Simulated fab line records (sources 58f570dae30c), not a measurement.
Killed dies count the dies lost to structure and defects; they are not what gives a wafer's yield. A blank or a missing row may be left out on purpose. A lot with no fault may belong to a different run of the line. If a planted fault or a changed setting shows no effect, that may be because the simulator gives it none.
Which of the tools did it? + flow berkeley cmos170 + Sampling: 13 lots, 39 wafers, 5 of 331 route steps

WHAT EACH GAUGE READ, for each wafer
UCB170_NVT_OVL_MEAS_06.
| lot  | measured    | on         | NVT_OVL (nm) |
|------|-------------|------------|--------------|
| L474 | day 5 12:46 | overlay-01 | 2 5 -6       |
| L473 | day 5 13:08 | overlay-01 | 4 -4 4       |
| L475 | day 5 13:41 | overlay-02 | -6 2 1       |
| L477 | day 6 04:30 | overlay-02 | 1 -8 -2      |
| L479 | day 6 20:28 | overlay-01 | 4 -2 -5      |
| L483 | day 7 13:41 | overlay-01 | -3 -4 -4     |
| L487 | day 8 06:59 | overlay-01 | 8 0 -6       |
| L489 | day 8 07:02 | overlay-02 | 1 -8 2       |
| L486 | day 8 07:16 | overlay-02 | 3 1 3        |
| L488 | day 8 10:20 | overlay-02 | 0 6 0        |
| L491 | day 9 00:19 | overlay-02 | 6 3 8        |
| L494 | day 9 21:22 | overlay-01 | -1 -2 1      |
| L496 | day 9 21:38 | overlay-02 | -6 4 7       |

UCB170_GATE_THK_MEAS_02.
| lot  | measured     | on            | GATE_OXIDE_THK (nm) |
|------|--------------|---------------|---------------------|
| L474 | day 5 20:32  | film metro-01 | 6.76 6.82 6.68      |
| L473 | day 5 20:35  | film metro-01 | 6.65 6.66 6.62      |
| L475 | day 5 20:38  | film metro-03 | 6.69 6.55 6.75      |
| L477 | day 6 10:59  | film metro-04 | 6.68 6.60 6.63      |
| L479 | day 7 03:52  | film metro-03 | 6.76 6.88 6.93      |
| L483 | day 7 20:38  | film metro-01 | 6.70 6.68 6.64      |
| L487 | day 8 13:20  | film metro-03 | 6.74 6.61 6.82      |
| L489 | day 8 13:20  | film metro-01 | 6.92 6.85 6.76      |
| L486 | day 8 13:23  | film metro-03 | 6.51 6.54 6.51      |
| L488 | day 8 17:19  | film metro-01 | 6.86 6.79 6.78      |
| L491 | day 9 07:47  | film metro-01 | 6.79 6.73 6.82      |
| L494 | day 10 04:19 | film metro-01 | 6.62 6.73 6.63      |
| L496 | day 10 04:19 | film metro-03 | 6.62 6.75 6.72      |

UCB170_PLDD_CD_MEAS_06: target cd 1200 nm.
| lot  | measured     | on        | cd nm (nm)           |
|------|--------------|-----------|----------------------|
| L474 | day 6 07:17  | cd sem-02 | 1198.4 1197.4 1196.6 |
| L473 | day 6 07:34  | cd sem-01 | 1201.8 1200.8 1202.2 |
| L475 | day 6 07:56  | cd sem-02 | 1200.0 1200.2 1199.8 |
| L477 | day 6 21:44  | cd sem-01 | 1199.7 1199.9 1199.1 |
| L479 | day 7 12:58  | cd sem-02 | 1200.0 1198.9 1199.8 |
| L483 | day 8 04:08  | cd sem-02 | 1201.6 1202.1 1201.6 |
| L487 | day 9 00:27  | cd sem-02 | 1200.0 1200.6 1198.6 |
| L489 | day 9 05:26  | cd sem-02 | 1197.8 1195.7 1199.7 |
| L486 | day 9 04:41  | cd sem-02 | 1198.2 1198.8 1198.7 |
| L488 | day 9 05:39  | cd sem-02 | 1198.6 1199.5 1198.6 |
| L491 | day 9 18:26  | cd sem-02 | 1200.7 1200.6 1201.5 |
| L494 | day 10 15:46 | cd sem-01 | 1202.9 1202.2 1202.6 |
| L496 | day 10 15:37 | cd sem-02 | 1198.7 1199.3 1197.6 |

UCB170_SPACER_THK_MEAS_01.
| lot  | measured     | on            | SPACER_TEOS_THK (nm) |
|------|--------------|---------------|----------------------|
| L474 | day 6 10:02  | film metro-04 | 370 373 384          |
| L473 | day 6 10:29  | film metro-01 | 371 380 379          |
| L475 | day 6 11:03  | film metro-02 | 370 375 382          |
| L477 | day 7 00:40  | film metro-02 | 376 376 384          |
| L479 | day 7 15:37  | film metro-02 | 370 382 377          |
| L483 | day 8 06:46  | film metro-01 | 317 381 386          |
| L487 | day 9 05:26  | film metro-04 | 374 378 388          |
| L489 | day 9 08:52  | film metro-02 | 372 373 387          |
| L486 | day 9 07:49  | film metro-02 | 376 385 381          |
| L488 | day 9 09:13  | film metro-04 | 369 376 375          |
| L491 | day 9 21:05  | film metro-04 | 372 381 383          |
| L494 | day 10 19:25 | film metro-04 | 372 378 383          |
| L496 | day 10 18:52 | film metro-01 | 378 372 385          |

TOOL THAT RAN EACH LOT (tool first, then ch and the chambers of the sampled wafers, then the start)
| lot  | UCB170_SPACER_CVD_00           |
|------|--------------------------------|
| L474 | pecvd-02 ch 0,1, day 6 09:59   |
| L473 | pecvd-04 ch 0,1,2, day 6 10:26 |
| L475 | pecvd-01 ch 0,1,2, day 6 10:59 |
| L477 | pecvd-04 ch 0,1,2, day 7 00:37 |
| L479 | pecvd-02 ch 1,2, day 7 15:34   |
| L483 | pecvd-02 ch 0,1,2, day 8 06:43 |
| L487 | pecvd-04 ch 0,1,2, day 9 05:23 |
| L489 | pecvd-04 ch 0,1,2, day 9 08:49 |
| L486 | pecvd-01 ch 1,2, day 9 07:46   |
| L488 | pecvd-01 ch 0,2, day 9 09:11   |
| L491 | pecvd-01 ch 0,1,2, day 9 21:02 |
| L494 | pecvd-01 ch 0,2, day 10 19:22  |
| L496 | pecvd-04 ch 0,1, day 10 18:49  |
- UCB170_SPACER_CVD_00: deposits SiO2 from TEOS/O2, target thk 376 nm, time 47 s.

AS READ BY THE TOOLS THEMSELVES (means over the sampled wafers that have a number; for cases with no such wafer, the mark the record gives instead)
UCB170_SPACER_CVD_00.
| lot  | tool     | heater power w (W) | rf fwd power W (W) |
|------|----------|--------------------|--------------------|
| L474 | pecvd-02 | 278                | 545.7              |
| L473 | pecvd-04 | 275                | 544.9              |
| L475 | pecvd-01 | 228                | 546.6              |
| L477 | pecvd-04 | 260                | 544.9              |
| L479 | pecvd-02 | 215                | 542.4              |
| L483 | pecvd-02 | 272                | 471.1              |
| L487 | pecvd-04 | 295                | 546.1              |
| L489 | pecvd-04 | 276                | 545.8              |
| L486 | pecvd-01 | 244                | 543.8              |
| L488 | pecvd-01 | 230                | 544.8              |
| L491 | pecvd-01 | 260                | 544.7              |
| L494 | pecvd-01 | 277                | 547.0              |
| L496 | pecvd-04 | 262                | 543.7              |

THE ANSWER, worked out from the rows above alone
Rule: what is usual is taken from the lots themselves. The widest of any qualifying gaps counts: lots, ordered by their means at a reading, are off when they make up no more than a third of the lots, leave a main group of 4 or more, and stand apart from it by 3 or more times the standard deviation of that group's means. Not used: any main group whose means are identical at the precision the tables above print for the reading. Also off: a lot with no number at a reading for which 4 or more lots have one. Where the step has rows for the other lots, those lots are counted as sound. After the gauges, taken in route order, come the tools' own readings; for these a lot's mean is taken, as printed above. The first step at which some lot is off is used, and at that step the reading that is off furthest; a lot without a number counts as furthest.
Off: at UCB170_SPACER_THK_MEAS_01 (SPACER_TEOS_THK), L483. Main group: mean 377 nm, sd 2.
A tool fits if, at a process step before that reading, it ran every lot that is off, and no sound lot after the first of them. The gauges at UCB170_SPACER_THK_MEAS_01 aren't tried: what is off there is off at UCB170_SPACER_CVD_00 too, on other tools, and a gauge's error can't cause that. One fits: UCB170_SPACER_CVD_00 on pecvd-02. A fault onset in the window from L479 (day 7 15:34, its last sound lot) to L483 (day 8 06:43, its first lot off) fits.
On the lots that are off, the tool's own readings at UCB170_SPACER_CVD_00 differ by more than 5 times the standard deviation of the sound lots' means, which bears it out; rf fwd power W reads 471.1 W there versus 545.0 W on the sound lots.

WHAT THE SIMULATOR HAD PUT IN
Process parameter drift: pecvd-02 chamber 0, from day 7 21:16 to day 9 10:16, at UCB170_SPACER_CVD_00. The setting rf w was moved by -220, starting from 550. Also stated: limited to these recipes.
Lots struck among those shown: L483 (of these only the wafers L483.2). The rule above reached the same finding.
